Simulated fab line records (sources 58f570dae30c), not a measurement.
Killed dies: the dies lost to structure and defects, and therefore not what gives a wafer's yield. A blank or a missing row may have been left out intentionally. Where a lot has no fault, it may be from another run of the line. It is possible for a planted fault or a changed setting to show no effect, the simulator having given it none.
The tool behind it: which one? | flow berkeley_cmos170 | 39 wafers from 13 lots sampled at 5 of the route's 331 steps

## WHAT THE GAUGES READ, wafer by wafer
UCB170_GATE_CD_MEAS_12 targets a cd of 350 nm. Usual: cd_nm reads 349.5 nm (standard deviation 1.5).
lot  | measured     | on        | cd_nm (nm)        | flag
L105 | day 6 22:28  | cd_sem-01 | 348.4 347.3 348.6 |
L106 | day 7 08:13  | cd_sem-01 | 350.1 351.8 351.0 |
L110 | day 7 22:31  | cd_sem-01 | 350.3 350.5 348.7 |
L111 | day 7 22:48  | cd_sem-01 | 350.7 351.2 351.7 |
L108 | day 7 22:47  | cd_sem-02 | 348.8 349.5 347.8 |
L109 | day 7 23:03  | cd_sem-02 | 373.4 374.6 373.7 | OFF
L118 | day 9 11:49  | cd_sem-02 | 349.2 350.4 349.9 |
L119 | day 10 02:28 | cd_sem-02 | 349.2 349.1 347.7 |
L121 | day 10 08:13 | cd_sem-02 | 347.1 348.1 348.0 |
L120 | day 10 08:20 | cd_sem-02 | 347.2 346.0 346.3 |
L122 | day 10 17:45 | cd_sem-02 | 352.1 350.9 351.0 |
L123 | day 10 17:59 | cd_sem-01 | 350.2 349.2 350.9 |
L124 | day 11 01:28 | cd_sem-02 | 348.4 348.3 348.6 |

UCB170_SILICIDE_THK_MEAS_03: measures by xrf. Usual: SILICIDE_TI_THK 29.9 nm, standard deviation 0.37.
lot  | measured     | on            | SILICIDE_TI_THK (nm) | flag
L105 | day 7 13:55  | film_metro-02 | 29.9 30.3 30.4       |
L106 | day 7 23:59  | film_metro-04 | 29.7 30.2 29.6       |
L110 | day 8 14:09  | film_metro-02 | 29.9 30.1 30.0       |
L111 | day 8 15:04  | film_metro-02 | 29.9 30.3 29.5       |
L108 | day 8 14:29  | film_metro-02 | 29.1 29.2 29.4       |
L109 | day 8 14:38  | film_metro-01 | 30.7 30.0 30.2       |
L118 | day 10 01:53 | film_metro-01 | 30.2 29.9 30.2       |
L119 | day 10 17:24 | film_metro-01 | 30.1 29.4 29.6       |
L121 | day 10 23:56 | film_metro-02 | 30.5 30.1 30.1       |
L120 | day 11 00:23 | film_metro-04 | 29.7 29.8 29.8       |
L122 | day 11 10:31 | film_metro-04 | 29.5 29.4 29.7       |
L123 | day 11 10:31 | film_metro-02 | 29.9 29.8 30.2       |
L124 | day 11 17:39 | film_metro-02 | 30.2 30.3 30.4       |

UCB170_V2_BOW_MEAS_03. Usual: V2_BOW 37 um, standard deviation 6.8.
lot  | measured     | on            | V2_BOW (um) | flag
L105 | day 8 10:17  | film_metro-02 | 31 36 40    |
L106 | day 8 15:20  | film_metro-03 | 47 26 43    |
L110 | day 9 09:21  | film_metro-03 | 32 25 24    |
L111 | day 9 09:29  | film_metro-02 | 47 37 40    |
L108 | day 9 08:44  | film_metro-01 | 39 44 42    |
L109 | day 9 09:07  | film_metro-02 | 34 34 45    |
L118 | day 10 19:38 | film_metro-02 | 39 43 36    |
L119 | day 11 09:31 | film_metro-03 | 51 40 48    |
L121 | day 11 18:49 | film_metro-03 | 31 32 32    |
L120 | day 11 20:35 | film_metro-02 | 35 28 39    |
L122 | day 12 03:22 | film_metro-03 | 29 28 44    |
L123 | day 12 03:09 | film_metro-02 | 41 29 40    |
L124 | day 12 11:10 | film_metro-02 | 19 29 32    |

UCB170_V2_CD_MEAS_12 targets a cd of 700 nm. Usual: cd_nm reads 700.1 nm (standard deviation 1.3).
lot  | measured     | on        | cd_nm (nm)        | flag
L105 | day 8 13:03  | cd_sem-01 | 702.4 701.9 701.8 |
L106 | day 8 16:44  | cd_sem-01 | 697.3 697.3 698.6 |
L110 | day 9 10:53  | cd_sem-02 | 698.2 700.0 699.1 |
L111 | day 9 11:12  | cd_sem-02 | 701.9 702.4 702.2 |
L108 | day 9 10:10  | cd_sem-01 | 698.8 698.8 698.6 |
L109 | day 9 10:38  | cd_sem-01 | 700.7 699.8 700.3 |
L118 | day 10 21:11 | cd_sem-01 | 698.8 697.5 698.2 |
L119 | day 11 10:51 | cd_sem-01 | 699.8 698.6 701.2 |
L121 | day 11 20:08 | cd_sem-02 | 699.8 700.4 701.1 |
L120 | day 11 22:27 | cd_sem-01 | 699.6 699.6 699.7 |
L122 | day 12 04:58 | cd_sem-02 | 700.3 702.0 703.1 |
L123 | day 12 04:37 | cd_sem-01 | 701.5 700.4 700.4 |
L124 | day 12 12:58 | cd_sem-01 | 697.0 698.5 698.4 |

## WHAT TOOL EACH LOT RAN ON (gives the tool, then ch and the chambers of the sampled wafers, and finally the start)
lot  | UCB170_GATE_EXPOSE_09
L105 | krf_scanner-02 ch 0, day 6 21:45
L106 | krf_scanner-02 ch 0, day 7 07:35
L110 | krf_scanner-01 ch 0, day 7 21:53
L111 | krf_scanner-02 ch 0, day 7 22:10
L108 | krf_scanner-02 ch 0, day 7 22:14
L109 | krf_scanner-01 ch 0, day 7 22:30
L118 | krf_scanner-02 ch 0, day 9 11:05
L119 | krf_scanner-02 ch 0, day 10 02:04
L121 | krf_scanner-01 ch 0, day 10 07:46
L120 | krf_scanner-01 ch 0, day 10 07:52
L122 | krf_scanner-01 ch 0, day 10 17:22
L123 | krf_scanner-02 ch 0, day 10 17:36
L124 | krf_scanner-02 ch 0, day 11 01:04
- UCB170_GATE_EXPOSE_09: exposes mask POLY, target cd 350 nm.

## AS READ BY THE TOOLS THEMSELVES (means over the sampled wafers that have a number; for cases with no such wafer, the mark the record gives instead)
The record holds no such reading with a usual standard deviation.

## THE ANSWER, worked out from the rows above alone
Rule: lot off if the mean of its wafers having a number is beyond 3 standard deviations from the usual mean. A lot without any number at a reading at which 4 lots or more have one is off too. Where the step has rows for the other lots, those lots are counted as sound. After the gauges, taken in route order, come the tools' own readings; for these a lot's mean is taken, as printed above. At the first step where some lot is off, the reading lying furthest off is the one used; lots without a number count as furthest.
Off: L109 (UCB170_GATE_CD_MEAS_12, cd_nm).
A tool fits if, at a process step before that reading, it ran every lot that is off, and no sound lot after the first of them. The gauges at UCB170_GATE_CD_MEAS_12 are tried like those tools. Not one of the candidates tried fits.

## WHAT THE SIMULATOR HAD INSERTED
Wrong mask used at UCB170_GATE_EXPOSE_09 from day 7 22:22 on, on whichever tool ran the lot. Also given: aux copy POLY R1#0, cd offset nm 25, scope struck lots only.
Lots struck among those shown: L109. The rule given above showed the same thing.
